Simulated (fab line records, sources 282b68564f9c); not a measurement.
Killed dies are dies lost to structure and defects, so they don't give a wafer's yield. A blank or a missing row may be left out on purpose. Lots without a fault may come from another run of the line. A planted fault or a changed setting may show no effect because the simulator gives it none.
fab line records | flow rit_cmos
record lots=5 wafers=23
route steps=202 shown SDANNEAL@153 PSD@157 NSD@158 SILICIDE@162 CONTACT@173 M1@188
start_h: hours from the record's first day to the start of the lot's first wafer shown | wait_h: hours since the lot's step before | " the same as in the row above | L1.1+2: a row that stands for several wafers | - no value, or no start given | * or withheld: withheld | < > ~ a bound
route shown NAME@n: a module of which the file shows steps, and the number in the route of the first | usual: mean/standard deviation of fault-free wafers | same: alike in all rows | chamber/n: place in a boat | sites: the reading at each site | _std_site: their standard deviation | _edge_site: outer sites' mean less inner sites' | radius_mm: how far each site lies from the wafer's centre | mask NAME#n: copy n | behind: the tool/chamber that last shaped the wafer | hold: why the lot was held/for how many hours/how that ended | device: the transistor (n, p or np) that didn't switch | end of line: the same wafers' tests at the end of the route | a step without rows: its recipe alone | killed: dies lost to structure and defects at the first sort, not the wafer's yield | map: a wafer's dies, x killed, . not, _ none there
set.NAME: the setting as run; set.NAME@STEP: as run at that earlier step | model.NAME: the simulator's own value behind a step, which no gauge read
lots whose settings were changed on purpose; a table a step, a row a wafer
## steps
# step RIT_SDANNEAL_CLEAN_00
# recipe chemistry=SC1 mix=3:3:50 time_s=600 temp_c=75
# columns lot.wafer tool chamber start_h wait_h set.temp_c model.poly-Si_of_GATE_CVD_08.thk_nm
L077.1 - - - 0.1 78.68 176.5
L077.3 " - " " 78.68 178.8
L077.4 " - " " 78.68 173.7
L077.5 " - " " 78.68 176.8
L077.6 " - " " 78.68 174.9
L076.1+4 - - - 0.1 75 163.7
L076.2 " - " " 75 165.6
L076.3 " - " " 75 163.9
L076.5 " - " " 75 164.5
L078.1 - - - 0.1 71.51 154.1
L078.2 " - " " 71.51 153.6
L078.3 " - " " 71.51 153.8
L078.4 " - " " 71.51 153.5
L078.5 " - " " 71.51 152.8
L079.1 wet_bench-02 0 80.60 0.1 75 159.8
L079.5 " 0 " " 75 160.9
L079.6 " 0 " " 75 161.5
L082.1 - - - 0.1 78.15 178.5
L082.2 " - " " 78.15 180.4
L082.3 " - " " 78.15 177
L082.4 " - " " 78.15 180.8
L082.6 " - " " 78.15 179
# step RIT_SDANNEAL_CLEAN_01
# recipe chemistry=dHF dilution=50:1 time_s=30
# step RIT_SDANNEAL_CLEAN_02
# recipe chemistry=SC2 mix=3:3:50 time_s=600 temp_c=75 dry=n2_spin
# step RIT_SDANNEAL_RTA_03
# recipe temp_c=1050 time_s=5 idle_temp_c=600 ramp_up_c_per_s=342 ramp_down_c_per_s=171 cool_to_c=600 ambient=N2
# step RIT_SDANNEAL_RS_MEAS_04
# recipe thk_meas_gauge=four-point-probe
# usual PSD_RS=115.90/0.3
# columns lot.wafer tool chamber start_h wait_h set.energy_kev@PSD_IMPLANT_08 PSD_RS[ohm/sq]
L077.1 film_metro-01 - 70.91 0.0 28.38 112.71
L077.3 " - " " 27 115.66
L077.4 " - " " 28.38 112.67
L077.5 " - " " 28.38 112.76
L077.6 " - " " 27 115.73
L076.1 film_metro-04 - 71.15 0.0 27 116.11
L076.2 " - " " 25.53 119.42
L076.3 " - " " 25.53 119.16
L076.4 " - " " 27 116.23
L076.5 " - " " 25.53 119.39
L078.1 film_metro-01 - 76.16 0.0 27.66 114.20
L078.2 " - " " 27.66 114.29
L078.3 " - " " 27 115.37
L078.4 " - " " 27 115.12
L078.5 " - " " 27 115.63
L079.1 film_metro-01 - 81.04 0.0 27 116.51
L079.5 " - " " 27 116.30
L079.6 " - " " 27 116.04
L082.1 film_metro-03 - 95.13 0.0 25.72 118.68
L082.2 " - " " 25.72 118.31
L082.3 " - " " 27 115.35
L082.4 " - " " 27 115.46
L082.6 " - " " 25.72 118.62
# step RIT_SDANNEAL_RS_MEAS_05
# recipe thk_meas_gauge=four-point-probe
# usual NSD_RS=84.62/0.24
# columns lot.wafer tool chamber start_h wait_h set.dose_cm2@NSD_IMPLANT_08 NSD_RS[ohm/sq]
L077.1 film_metro-01 - 71.03 0.1 9.306e+14 89.48
L077.3 " - " " 1e+15 84.44
L077.4 " - " " 1e+15 84.60
L077.5 " - " " 1e+15 84.24
L077.6 " - " " 9.306e+14 89.18
L076.1 film_metro-04 - 71.27 0.1 9.34e+14 89.37
L076.2 " - " " 1e+15 84.28
L076.3 " - " " 9.34e+14 89.19
L076.4 " - " " 1e+15 84.35
L076.5 " - " " 1e+15 84.65
L078.1 film_metro-01 - 76.28 0.1 1e+15 85.11
L078.2 " - " " 1e+15 85.11
L078.3 " - " " 1e+15 84.99
L078.4 " - " " 1e+15 84.73
L078.5 " - " " 1e+15 84.79
L079.1 film_metro-01 - 81.16 0.1 1e+15 84.17
L079.5 " - " " 1e+15 84.33
L079.6 " - " " 1e+15 84.51
L082.1 film_metro-03 - 95.25 0.1 1e+15 84.80
L082.2 " - " " 1e+15 84.75
L082.3 " - " " 1e+15 84.72
L082.4 " - " " 1e+15 84.47
L082.6 " - " " 1e+15 84.58
# step RIT_SILICIDE_SPUTTER_01
# recipe material=Ti target_thk_nm=30 power_w=350 chamber_pressure_pa=0.667 gas=Ar time_s=240 substrate_temp_c=25
# columns lot.wafer tool chamber start_h wait_h set.time_s model.Ti_of_SILICIDE_SPUTTER_01.thk_nm
L077.1 pvd_sputter-01 - 71.41 0.0 271.8 33.46
L077.3 " - " " 240 29.53
L077.4 " - " " 240 29.99
L077.5 " - " " 271.8 33.48
L077.6 " - " " 240 29.82
L076.1 pvd_sputter-02 - 71.64 0.0 267.4 34.05
L076.2 " - " " 240 30.82
L076.3 " - " " 240 30.37
L076.4 " - " " 240 30.55
L076.5 " - " " 267.4 33.61
L078.1 pvd_sputter-04 - 76.66 0.0 209.6 26.04
L078.2 " - " " 240 29.79
L078.3 " - " " 240 30.04
L078.4 " - " " 240 30.05
L078.5 " - " " 209.6 25.94
L079.1 pvd_sputter-01 - 81.53 0.0 240 29.31
L079.5 " - " " 240 29.41
L079.6 " - " " 240 29.05
L082.1 pvd_sputter-04 - 95.62 0.0 240 30.35
L082.2 " - " " 240 30.04
L082.3 " - " " 240 30.23
L082.4 " - " " 240 30.41
L082.6 " - " " 240 30.39
# step RIT_SILICIDE_RS_MEAS_02
# recipe thk_meas_gauge=four-point-probe reads=Ti_of_SILICIDE_SPUTTER_01
# usual SILICIDE_TI_RS=47.9/0.87
# columns lot.wafer tool chamber start_h wait_h set.time_s@SILICIDE_SPUTTER_01 SILICIDE_TI_RS[ohm/sq]
L077.1 film_metro-03 - 71.56 0.1 271.8 41.7
L077.3 " - " " 240 48.8
L077.4 " - " " 240 47.9
L077.5 " - " " 271.8 41.8
L077.6 " - " " 240 48.1
L076.1 film_metro-04 - 71.79 0.1 267.4 40.8
L076.2 " - " " 240 46.2
L076.3 " - " " 240 47.2
L076.4 " - " " 240 46.8
L076.5 " - " " 267.4 41.6
L078.1 film_metro-03 - 76.81 0.1 209.6 57.2
L078.2 " - " " 240 48.3
L078.3 " - " " 240 47.7
L078.4 " - " " 240 47.7
L078.5 " - " " 209.6 57.3
L079.1 film_metro-04 - 81.68 0.1 240 49.4
L079.5 " - " " 240 49.0
L079.6 " - " " 240 49.9
L082.1 film_metro-03 - 95.77 0.1 240 47.1
L082.2 " - " " 240 47.7
L082.3 " - " " 240 47.5
L082.4 " - " " 240 47.0
L082.6 " - " " 240 47.1
# step RIT_SILICIDE_THK_MEAS_03
# recipe thk_meas_gauge=xrf reads=Ti_of_SILICIDE_SPUTTER_01
# usual SILICIDE_TI_THK=30.2/0.45
# columns lot.wafer tool chamber start_h wait_h set.time_s@SILICIDE_SPUTTER_01 SILICIDE_TI_THK[nm]
L077.1 film_metro-03 - 71.68 0.1 271.8 33.7
L077.3 " - " " 240 29.8
L077.4 " - " " 240 30.2
L077.5 " - " " 271.8 33.7
L077.6 " - " " 240 30.1
L076.1 film_metro-04 - 71.91 0.1 267.4 34.3
L076.2 " - " " 240 31.0
L076.3 " - " " 240 30.6
L076.4 " - " " 240 30.7
L076.5 " - " " 267.4 33.8
L078.1 film_metro-03 - 76.93 0.1 209.6 26.2
L078.2 " - " " 240 29.9
L078.3 " - " " 240 30.2
L078.4 " - " " 240 30.2
L078.5 " - " " 209.6 25.9
L079.1 film_metro-04 - 81.80 0.1 240 29.5
L079.5 " - " " 240 29.7
L079.6 " - " " 240 29.2
L082.1 film_metro-03 - 95.89 0.1 240 30.5
L082.2 " - " " 240 30.1
L082.3 " - " " 240 30.3
L082.4 " - " " 240 30.4
L082.6 " - " " 240 30.4
# step RIT_CONTACT_EXPOSE_05
# recipe mask_id=M11 na=0.6 source_shape=conventional sigma_outer=0.5 target_cd_nm=1000 dose_mj=250
# columns lot.wafer tool chamber start_h wait_h mask set.dose_mj
L077.1+3+4 iline_stepper-01 0 72.47 0.1 M11#0 237.6
L077.5+6 " 0 " " M11#0 250
L076.1+2+3+4+5 iline_stepper-02 0 72.92 0.2 M11#0 250
L078.1+3+4 iline_stepper-01 0 77.85 0.2 M11#0 235.6
L078.2+5 " 0 " " M11#0 250
L079.1+5+6 iline_stepper-01 0 82.61 0.1 M11#0 250
L082.1+3 iline_stepper-01 0 96.69 0.1 M11#0 250
L082.2+4+6 " 0 " " M11#0 256.5
# step RIT_CONTACT_PEB_06
# recipe resist=NOVOLAK temp_c=withheld time_s=withheld
# step RIT_CONTACT_DEVELOP_07
# recipe resist=NOVOLAK develop_time_s=120 dev_temp_c=23
# step RIT_CONTACT_CD_MEAS_08
# recipe target_cd_nm=1000
# usual cd_nm=999.8/1.7
# columns lot.wafer tool chamber start_h wait_h set.dose_mj@CONTACT_EXPOSE_05 cd_nm
L077.1 cd_sem-02 - 73.08 - 237.6 984.5
L077.3 " - " " 237.6 983.9
L077.4 " - " " 237.6 984.9
L077.5 " - " " 250 997.5
L077.6 " - " " 250 999.5
L076.1 cd_sem-01 - 73.44 - 250 1001.5
L076.2 " - " " 250 1001.6
L076.3 " - " " 250 999.3
L076.4 " - " " 250 1001.4
L076.5 " - " " 250 1000.6
L078.1 cd_sem-01 - 78.36 - 235.6 979.2
L078.2 " - " " 250 997.1
L078.3 " - " " 235.6 981.4
L078.4 " - " " 235.6 981.5
L078.5 " - " " 250 999.4
L079.1 cd_sem-01 - 83.12 - 250 1002.8
L079.5 " - " " 250 1003.2
L079.6 " - " " 250 1000.4
L082.1 cd_sem-01 - 97.28 - 250 1001.4
L082.2 " - " " 256.5 1006.5
L082.3 " - " " 250 999.4
L082.4 " - " " 256.5 1006.0
L082.6 " - " " 256.5 1004.1
# step RIT_CONTACT_HARDBAKE_10
# recipe resist=NOVOLAK temp_c=140 time_s=60
# step RIT_CONTACT_ETCH_11
# recipe target_depth_a=4800 over_etch_frac=0.2 stop_on=TiSi2 chemistry=CHF3/CF4/Ar target=SiO2 CHF3_flow_sccm=50 cf4_flow_sccm=10 Ar_flow_sccm=100 O2_flow_sccm=5 pressure_mtorr=100 rf_w=200 time_s=320
# columns lot.wafer tool chamber start_h wait_h set.dose_mj@CONTACT_EXPOSE_05 model.CONTACT.cd_nm
L077.1 rie_diel-03 1 73.39 0.1 237.6 985
L077.3 " 2 " " 237.6 984
L077.4 " 0 " " 237.6 986
L077.5 " 2 " " 250 997.5
L077.6 " 1 " " 250 999.7
L076.1+2 rie_diel-01 2,3 73.74 0.1 250 1002
L076.3 " 0 " " 250 999.9
L076.4+5 " 1 " " 250 1001
L078.1 rie_diel-03 1 78.67 0.1 235.6 979.3
L078.2 " 2 " " 250 996.9
L078.3 " 0 " " 235.6 982.1
L078.4 " 3 " " 235.6 981.1
L078.5 " 2 " " 250 999.3
L079.1 rie_diel-03 1 83.43 0.1 250 1003
L079.5 " 0 " " 250 1004
L079.6 " 1 " " 250 1001
L082.1 rie_diel-01 1 97.59 0.1 250 1002
L082.2+4 " 3,0 " " 256.5 1007
L082.3 " 2 " " 250 999.8
L082.6 " 3 " " 256.5 1005
# step RIT_CONTACT_STRIP_12
# recipe chemistry=O2 time_s=180 resist=NOVOLAK platen_temp_c=withheld power_w=500 pressure_mtorr=4000 o2_flow_sccm=4000
# step RIT_CONTACT_CD_MEAS_90
# recipe target_cd_nm=1000
# usual cd_nm=999.8/1.8
# columns lot.wafer tool chamber start_h wait_h set.dose_mj@CONTACT_EXPOSE_05 cd_nm
L077.1 cd_sem-02 - 73.75 0.1 237.6 984.5
L077.3 " - " " 237.6 984.0
L077.4 " - " " 237.6 985.7
L077.5 " - " " 250 997.9
L077.6 " - " " 250 999.4
L076.1 cd_sem-01 - 74.11 0.1 250 1001.9
L076.2 " - " " 250 1001.6
L076.3 " - " " 250 1000.1
L076.4 " - " " 250 1001.2
L076.5 " - " " 250 1000.8
L078.1 cd_sem-02 - 79.04 0.1 235.6 979.1
L078.2 " - " " 250 997.0
L078.3 " - " " 235.6 981.9
L078.4 " - " " 235.6 980.9
L078.5 " - " " 250 999.3
L079.1 cd_sem-02 - 83.80 0.1 250 1003.2
L079.5 " - " " 250 1004.8
L079.6 " - " " 250 1000.9
L082.1 cd_sem-02 - 97.96 0.1 250 1002.0
L082.2 " - " " 256.5 1006.7
L082.3 " - " " 250 999.8
L082.4 " - " " 256.5 1006.7
L082.6 " - " " 256.5 1004.2
# step RIT_M1_COAT_04
# recipe resist=NOVOLAK spin_rpm=2000 resist_thk_nm=1300
# columns lot.wafer tool chamber start_h wait_h set.resist_thk_nm model.NOVOLAK_of_M1_COAT_04.thk_nm
L077.1+3+6 litho_track-02 0 74.93 0.1 1300 1300
L077.4+5 " 0 " " 1300 1299
L076.1 litho_track-03 0 75.33 0.1 1300 1305
L076.2 " 0 " " 1300 1307
L076.3 " 0 " " 1300 1300
L076.4 " 0 " " 1351 1355
L076.5 " 0 " " 1351 1356
L078.1 litho_track-01 0 80.13 0.1 1377 1378
L078.2 " 0 " " 1377 1380
L078.3 " 0 " " 1377 1375
L078.4 " 0 " " 1300 1301
L078.5 " 0 " " 1300 1299
L079.1 litho_track-01 0 84.89 0.1 1300 1301
L079.5 " 0 " " 1300 1302
L079.6 " 0 " " 1300 1300
L082.1+2 litho_track-01 0 99.05 0.1 1300 1304
L082.3 " 0 " " 1300 1305
L082.4 " 0 " " 1300 1303
L082.6 " 0 " " 1300 1301
# step RIT_M1_SOFTBAKE_05
# recipe resist=NOVOLAK temp_c=90 time_s=60
# step RIT_M1_EXPOSE_06
# recipe mask_id=M12 na=0.6 source_shape=conventional sigma_outer=0.5 target_cd_nm=2600 dose_mj=250
# step RIT_M1_PEB_07
# recipe resist=NOVOLAK temp_c=withheld time_s=withheld
# step RIT_M1_DEVELOP_08
# recipe resist=NOVOLAK develop_time_s=68 dev_temp_c=23
# step RIT_M1_CD_MEAS_09
# recipe target_cd_nm=2600
# usual cd_nm=2599.8/2.1
# columns lot.wafer tool chamber start_h wait_h set.resist_thk_nm@M1_COAT_04 cd_nm
L077.1 cd_sem-02 - 75.86 - 1300 2601.3
L077.3 " - " " 1300 2600.0
L077.4 " - " " 1300 2600.1
L077.5 " - " " 1300 2600.3
L077.6 " - " " 1300 2599.7
L076.1 cd_sem-01 - 76.17 - 1300 2601.7
L076.2 " - " " 1300 2603.7
L076.3 " - " " 1300 2600.9
L076.4 " - " " 1351 2604.8
L076.5 " - " " 1351 2605.3
L078.1 cd_sem-01 - 80.86 - 1377 2605.4
L078.2 " - " " 1377 2605.8
L078.3 " - " " 1377 2608.2
L078.4 " - " " 1300 2600.3
L078.5 " - " " 1300 2599.5
L079.1 cd_sem-01 - 85.62 - 1300 2598.3
L079.5 " - " " 1300 2598.5
L079.6 " - " " 1300 2598.5
L082.1 cd_sem-02 - 99.91 - 1300 2599.7
L082.2 " - " " 1300 2601.2
L082.3 " - " " 1300 2601.1
L082.4 " - " " 1300 2601.3
L082.6 " - " " 1300 2601.9
# step RIT_M1_HARDBAKE_11
# recipe resist=NOVOLAK temp_c=140 time_s=120
# columns lot.wafer tool chamber start_h wait_h set.resist_thk_nm@M1_COAT_04 model.NOVOLAK_of_M1_COAT_04.thk_nm
L077.1+3+6 litho_track-01 0 76.05 0.1 1300 1137
L077.4+5 " 0 " " 1300 1136
L076.1 litho_track-02 0 76.33 0.0 1300 1141
L076.2 " 0 " " 1300 1143
L076.3 " 0 " " 1300 1137
L076.4 " 0 " " 1351 1184
L076.5 " 0 " " 1351 1185
L078.1 litho_track-02 0 81.02 0.0 1377 1204
L078.2 " 0 " " 1377 1206
L078.3 " 0 " " 1377 1202
L078.4 " 0 " " 1300 1137
L078.5 " 0 " " 1300 1136
L079.1+5 litho_track-02 0 85.78 0.0 1300 1138
L079.6 " 0 " " 1300 1137
L082.1+4 litho_track-02 0 100.06 0.0 1300 1140
L082.2+3 " 0 " " 1300 1141
L082.6 " 0 " " 1300 1138
## key
split step=RIT_SDANNEAL_CLEAN_00 setting=temp_c stated=75 by=lot
response step=RIT_SDANNEAL_CLEAN_00 reading=model.poly-Si_of_GATE_CVD_08.thk_nm change=+2.66 per=1% r=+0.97
split step=RIT_SILICIDE_SPUTTER_01 setting=time_s stated=240 by=wafer
response step=RIT_SILICIDE_SPUTTER_01 reading=model.Ti_of_SILICIDE_SPUTTER_01.thk_nm change=+0.292 per=1% r=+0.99
response step=RIT_SILICIDE_RS_MEAS_02 reading=SILICIDE_TI_RS change=-0.576 per=1% r=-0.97
response step=RIT_SILICIDE_THK_MEAS_03 reading=SILICIDE_TI_THK change=+0.295 per=1% r=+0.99
split step=RIT_CONTACT_EXPOSE_05 setting=dose_mj stated=250 by=wafer
response step=RIT_CONTACT_CD_MEAS_08 reading=cd_nm change=+2.85 per=1% r=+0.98
response step=RIT_CONTACT_ETCH_11 reading=model.CONTACT.cd_nm change=+2.8 per=1% r=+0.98
response step=RIT_CONTACT_CD_MEAS_90 reading=cd_nm change=+2.84 per=1% r=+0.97
split step=RIT_M1_COAT_04 setting=resist_thk_nm stated=1300 by=wafer
response step=RIT_M1_COAT_04 reading=model.NOVOLAK_of_M1_COAT_04.thk_nm change=+13.1 per=1% r=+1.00
response step=RIT_M1_CD_MEAS_09 reading=cd_nm change=+0.998 per=1% r=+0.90
response step=RIT_M1_HARDBAKE_11 reading=model.NOVOLAK_of_M1_COAT_04.thk_nm change=+11.3 per=1% r=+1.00
split outside_this_file step=RIT_NSD_IMPLANT_08 setting=dose_cm2
split outside_this_file step=RIT_PSD_IMPLANT_08 setting=energy_kev
# split outside_this_file: this setting was split too, and the file shows its column; the key of that split is in another file
